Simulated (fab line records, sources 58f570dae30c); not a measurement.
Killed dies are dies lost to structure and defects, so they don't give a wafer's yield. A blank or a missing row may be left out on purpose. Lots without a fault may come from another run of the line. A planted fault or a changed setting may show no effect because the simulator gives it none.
Which tool did it? | flow berkeley_cmos170 | 15 lots, 45 wafers sampled, at 3 steps of a route of 331

WHAT THE GAUGES READ, wafer by wafer
UCB170_CONTACT_CD_MEAS_90: target cd 700 nm.
lot  | measured     | on        | cd_nm (nm)
L613 | day 6 19:38  | cd_sem-02 | 700.8 699.1 700.4
L614 | day 7 13:27  | cd_sem-01 | 703.1 700.4 700.9
L615 | day 7 19:45  | cd_sem-01 | 701.4 700.6 700.9
L620 | day 8 03:32  | cd_sem-02 | 698.2 698.0 699.2
L616 | day 8 08:09  | cd_sem-02 | - - -
L617 | day 8 08:15  | cd_sem-01 | - - -
L619 | day 8 08:44  | cd_sem-01 | - - -
L623 | day 8 16:34  | cd_sem-01 | 698.1 699.1 700.9
L625 | day 9 14:12  | cd_sem-01 | 699.4 700.6 701.0
L627 | day 9 21:37  | cd_sem-02 | 697.2 698.0 697.5
L630 | day 10 02:11 | cd_sem-02 | 699.9 701.1 701.7
L629 | day 10 04:38 | cd_sem-01 | 701.8 701.6 700.7
L631 | day 10 20:05 | cd_sem-02 | 700.6 699.3 702.5
L633 | day 11 05:34 | cd_sem-01 | 700.2 702.6 698.9
L635 | day 11 07:40 | cd_sem-01 | 700.2 698.8 699.8

WHICH TOOL RAN EACH LOT (tool, then ch and the chambers of the sampled wafers, then the start)
lot  | UCB170_CONTACT_ETCH_17             | UCB170_CONTACT_ETCH_18
L613 | rie_diel-04 ch 0,2, day 6 19:10    | rie_diel-04 ch 0,2, day 6 19:38 or earlier
L614 | rie_diel-03 ch 1,2, day 7 13:04    | rie_diel-03 ch 1,2, day 7 13:27 or earlier
L615 | rie_diel-04 ch 0,1,3, day 7 19:29  | rie_diel-04 ch 0,1,3, day 7 19:45 or earlier
L620 | rie_diel-03 ch 0,1,3, day 8 03:16  | rie_diel-03 ch 0,1,3, day 8 03:32 or earlier
L616 | rie_diel-02 ch 1,3, day 8 07:53    | rie_diel-02 ch 1,3, day 8 08:09 or earlier
L617 | rie_diel-04 ch 1,2,3, day 8 07:53  | rie_diel-04 ch 1,2,3, day 8 08:15 or earlier
L619 | rie_diel-02 ch 1,2,3, day 8 08:26  | rie_diel-02 ch 1,2,3, day 8 08:44 or earlier
L623 | rie_diel-02 ch 0,2,3, day 8 16:19  | rie_diel-02 ch 0,2,3, day 8 16:34 or earlier
L625 | rie_diel-04 ch 0,1,3, day 9 13:56  | rie_diel-04 ch 0,1,3, day 9 14:12 or earlier
L627 | rie_diel-04 ch 1,2, day 9 21:19    | rie_diel-04 ch 1,2, day 9 21:37 or earlier
L630 | rie_diel-02 ch 0,1,3, day 10 01:55 | rie_diel-02 ch 0,1,3, day 10 02:11 or earlier
L629 | rie_diel-04 ch 0,1,3, day 10 04:22 | rie_diel-04 ch 0,1,3, day 10 04:38 or earlier
L631 | rie_diel-04 ch 0,2, day 10 19:49   | rie_diel-04 ch 0,2, day 10 20:05 or earlier
L633 | rie_diel-02 ch 0,1,3, day 11 05:17 | rie_diel-02 ch 0,1,3, day 11 05:34 or earlier
L635 | rie_diel-03 ch 0,1,2, day 11 07:24 | rie_diel-03 ch 0,1,2, day 11 07:40 or earlier
- UCB170_CONTACT_ETCH_17: etches BARC in N2/H2.
- UCB170_CONTACT_ETCH_18: etches PSG in CHF3/CF4/Ar, stops on TiSi2, target depth 840 nm, time 195 s.

WHAT THE TOOLS THEMSELVES READ (means of the sampled wafers that have a number; where no wafer has one, the mark that the record gives instead)
UCB170_CONTACT_ETCH_17.
lot  | tool        | bias_w (W) | chamber_pressure_mTorr (mTorr) | drypump_motor_current_A (A) | oes_product_au (a.u.) | rf_fwd_power_W (W) | throttle_valve_pct (%)
L613 | rie_diel-04 | 100.1      | 30.017                         | 6.0                         | 1.041                 | 494.8              | 13.22
L614 | rie_diel-03 | 99.9       | 29.984                         | 5.5                         | 1.001                 | 492.5              | 13.07
L615 | rie_diel-04 | 100.2      | 29.996                         | 5.5                         | 1.027                 | 494.7              | 13.42
L620 | rie_diel-03 | 100.0      | 30.024                         | 5.6                         | 0.997                 | 496.1              | 13.18
L616 | rie_diel-02 | -          | -                              | -                           | -                     | -                  | -
L617 | rie_diel-04 | -          | -                              | -                           | -                     | -                  | -
L619 | rie_diel-02 | -          | -                              | -                           | -                     | -                  | -
L623 | rie_diel-02 | 99.9       | 30.012                         | 5.5                         | 0.997                 | 496.5              | 13.37
L625 | rie_diel-04 | 99.6       | 29.981                         | 5.5                         | 1.037                 | 495.3              | 13.40
L627 | rie_diel-04 | 100.1      | 30.011                         | 5.6                         | 1.004                 | 495.4              | 13.24
L630 | rie_diel-02 | 99.9       | 29.994                         | 5.4                         | 1.009                 | 495.3              | 13.25
L629 | rie_diel-04 | 100.0      | 29.990                         | 5.5                         | 1.038                 | 495.3              | 13.40
L631 | rie_diel-04 | 99.9       | 30.004                         | 5.8                         | 1.047                 | 495.9              | 13.42
L633 | rie_diel-02 | 99.6       | 30.003                         | 5.4                         | 1.002                 | 496.1              | 13.23
L635 | rie_diel-03 | 100.0      | 30.006                         | 5.3                         | 0.994                 | 493.9              | 13.15

UCB170_CONTACT_ETCH_18.
lot  | tool        | CHF3_flow_sccm (sccm) | cf4_flow_sccm (sccm) | drypump_motor_current_A (A) | oes_product_au (a.u.) | rf_fwd_power_W (W) | throttle_valve_pct (%)
L613 | rie_diel-04 | 44.94                 | 14.99                | 6.0                         | 0.908                 | 696.7              | 6.86
L614 | rie_diel-03 | 45.00                 | 15.04                | 5.5                         | 0.906                 | 699.3              | 6.76
L615 | rie_diel-04 | 44.96                 | 14.96                | 5.5                         | 0.914                 | 698.4              | 6.98
L620 | rie_diel-03 | 44.99                 | 14.97                | 5.6                         | 0.903                 | 697.7              | 6.87
L616 | rie_diel-02 | 44.89                 | 14.97                | 5.6                         | 0.377                 | 697.9              | 6.83
L617 | rie_diel-04 | 45.10                 | 14.98                | 5.8                         | 0.378                 | 697.8              | 6.87
L619 | rie_diel-02 | 44.92                 | 15.05                | 5.6                         | 0.375                 | 698.6              | 6.87
L623 | rie_diel-02 | 45.04                 | 15.05                | 5.5                         | 0.905                 | 696.6              | 6.94
L625 | rie_diel-04 | 44.93                 | 14.99                | 5.5                         | 0.899                 | 697.2              | 6.99
L627 | rie_diel-04 | 45.15                 | 14.99                | 5.6                         | 0.895                 | 698.6              | 6.88
L630 | rie_diel-02 | 45.01                 | 15.01                | 5.4                         | 0.906                 | 696.8              | 6.87
L629 | rie_diel-04 | 44.99                 | 14.97                | 5.5                         | 0.907                 | 697.7              | 6.99
L631 | rie_diel-04 | 44.92                 | 15.00                | 5.8                         | 0.914                 | 697.8              | 6.98
L633 | rie_diel-02 | 44.94                 | 14.99                | 5.4                         | 0.897                 | 698.7              | 6.86
L635 | rie_diel-03 | 44.95                 | 14.96                | 5.3                         | 0.896                 | 698.3              | 6.77

THE ANSWER, worked out from the rows above alone
Rule: what is usual is taken from the lots themselves. Put in order of their means at a reading, lots are off if they are a third of the lots or fewer, leave a main group of 4 or more, and stand apart from it by a gap of 3 or more times the standard deviation of the main group's means; of several such gaps the widest counts. A main group whose means are all the same, to the digits that the tables above print for the reading, isn't used. A lot without any number at a reading at which 4 lots or more have one is off too. The other lots that the step has rows for count as sound. The gauges are gone through in route order, then the tools' own readings, and for those a lot's mean is taken as printed above. The first step at which some lot is off is used, and at that step the reading that is off furthest; a lot without a number counts as furthest.
Off: L616, L617, L619, at UCB170_CONTACT_CD_MEAS_90 (cd_nm). Without a number there: L616, L617, L619. The main group: mean 700.1 nm, standard deviation 1.1.
A tool fits if, at a process step before that reading, it ran every lot that is off, and no sound lot after the first of them. The gauges at UCB170_CONTACT_CD_MEAS_90 aren't tried: what is off there is off at UCB170_CONTACT_ETCH_17 too, on other tools, and a gauge's error can't cause that. UCB170_CONTACT_ETCH_18 gives no start for some lots, so the hours and the order of its lots are those of UCB170_CONTACT_CD_MEAS_90. None of those tried fits.

WHAT THE SIMULATOR HAD PUT IN
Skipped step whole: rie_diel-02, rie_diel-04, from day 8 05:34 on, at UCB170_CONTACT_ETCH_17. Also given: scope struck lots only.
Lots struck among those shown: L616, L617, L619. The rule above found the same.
